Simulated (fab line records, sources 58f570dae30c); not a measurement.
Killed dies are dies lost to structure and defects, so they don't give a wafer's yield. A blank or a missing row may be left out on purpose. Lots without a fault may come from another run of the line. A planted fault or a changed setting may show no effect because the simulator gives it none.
Split-lot experiment | flow berkeley_cmos170 | 5 lots, 23 wafers read, on a route of 331 steps

THE SPLIT
At UCB170_PFIELD_COAT_01 (resist thk 900 nm), the setting spin_rpm was moved away from the recipe's 1500 rpm on 8 of the 23 wafers read, by -4.7% to -3.9%. The other wafers ran this setting at the recipe's value.

The reading is taken at the split's own step.

THE READING
KrF_of_PFIELD_COAT_01.thk_nm (the simulator's own value, which no gauge read), in nm, at UCB170_PFIELD_COAT_01 (resist thk 900 nm). The file gives no usual value for it. The 15 wafers here that ran the recipe average 900.7 nm, standard deviation 3.4 nm.

wafer  | tool, chamber at the split | spin_rpm as run, rpm | against the recipe | KrF_of_PFIELD_COAT_01.thk_nm, nm | against lot-mates on the recipe
L074.1 | litho_track-03, 0          | 1500                 | recipe             | 902.2                            | -
L074.2 | litho_track-03, 0          | 1500                 | recipe             | 902.8                            | -
L074.3 | litho_track-03, 0          | 1500                 | recipe             | 902.6                            | -
L074.5 | litho_track-03, 0          | 1500                 | recipe             | 902.9                            | -
L074.6 | litho_track-03, 0          | 1500                 | recipe             | 904                              | -
L077.1 | litho_track-04, 0          | 1500                 | recipe             | 901.9                            | -
L077.2 | litho_track-04, 0          | 1429                 | -4.7%              | 922.4                            | +19.4
L077.3 | litho_track-04, 0          | 1429                 | -4.7%              | 924.5                            | +21.5
L077.5 | litho_track-04, 0          | 1500                 | recipe             | 904.2                            | -
L077.6 | litho_track-04, 0          | 1429                 | -4.7%              | 923.9                            | +20.9
L078.2 | litho_track-01, 0          | 1500                 | recipe             | 893.7                            | -
L078.3 | litho_track-01, 0          | 1500                 | recipe             | 891.6                            | -
L078.4 | litho_track-01, 0          | 1441                 | -3.9%              | 913.4                            | +20.7
L078.5 | litho_track-01, 0          | 1441                 | -3.9%              | 912.2                            | +19.5
L078.6 | litho_track-01, 0          | 1441                 | -3.9%              | 913.8                            | +21.1
L082.2 | litho_track-03, 0          | 1500                 | recipe             | 901.4                            | -
L082.4 | litho_track-03, 0          | 1500                 | recipe             | 901.5                            | -
L082.5 | litho_track-03, 0          | 1500                 | recipe             | 900.1                            | -
L085.1 | litho_track-01, 0          | 1437                 | -4.2%              | 919.6                            | +19.2
L085.2 | litho_track-01, 0          | 1500                 | recipe             | 900.9                            | -
L085.3 | litho_track-01, 0          | 1437                 | -4.2%              | 920.7                            | +20.3
L085.4 | litho_track-01, 0          | 1500                 | recipe             | 899.3                            | -
L085.6 | litho_track-01, 0          | 1500                 | recipe             | 901.1                            | -

THE FIT
A straight line over all 23 wafers: KrF_of_PFIELD_COAT_01.thk_nm changes by -4.3 nm for each +1% of spin_rpm; r = -0.93; the points scatter about the line by 3.5 nm.
The same after taking each lot's own level away (the mean of its wafers on the recipe; 23 wafers): -4.68 nm for each +1%; r = -0.99; scatter 1.3 nm.
On that fit, the largest move of spin_rpm shifts the reading by 22 nm.
The lots' own levels span 892.65 to 903.05 nm, that is 3.0 times the standard deviation above.
So the lot-to-lot level changes the slope little: the two slopes agree.
Check: with one of the wafers moved furthest among these (-4.7%) left out of the fit, the line predicts +22.7 nm for it against its lot-mates. It came out at +19.4 nm against them.

OTHER SPLITS ON THESE WAFERS
These wafers also went through other splits before the reading. Each is held against what the fit with the lots' levels taken away leaves over:
other split on the same wafers       | wafers away from the commonest value | r with KrF_of_PFIELD_COAT_01.thk_nm (lot level and that fit taken away)
UCB170_START_OXIDATION_02 temp_c     | 15                                   | +0.13
UCB170_NWELL_OXIDATION_01 ox_time_s  | 10                                   | -0.01
UCB170_PWELL_CVD_05 time_s           | 5                                    | -0.51
UCB170_PWELL_ETCH_14 rf_w            | 6                                    | +0.18
UCB170_WELLDRIVE_OXIDATION_01 temp_c | 10                                   | +0.04
UCB170_ACTIVE_COAT_08 resist_thk_nm  | 5                                    | +0.30

THE WHOLE CHAIN: every reading that the file lists as answering this split, in the file's order
step                   | what it does      | reading                                                                       | change (the file's fit)              | r (the file's)
UCB170_PFIELD_COAT_01  | resist thk 900 nm | KrF_of_PFIELD_COAT_01.thk_nm (the simulator's own value, which no gauge read) | -4.69 nm for each +1% of the setting | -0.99
UCB170_PFIELD_STRIP_08 | strips in O2      | strip_time_to_endpoint_s                                                      | withheld for each +1% of the setting | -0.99

THE FILE'S OWN FIT
KrF_of_PFIELD_COAT_01.thk_nm changes by -4.69 nm for each +1% of spin_rpm, r = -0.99.
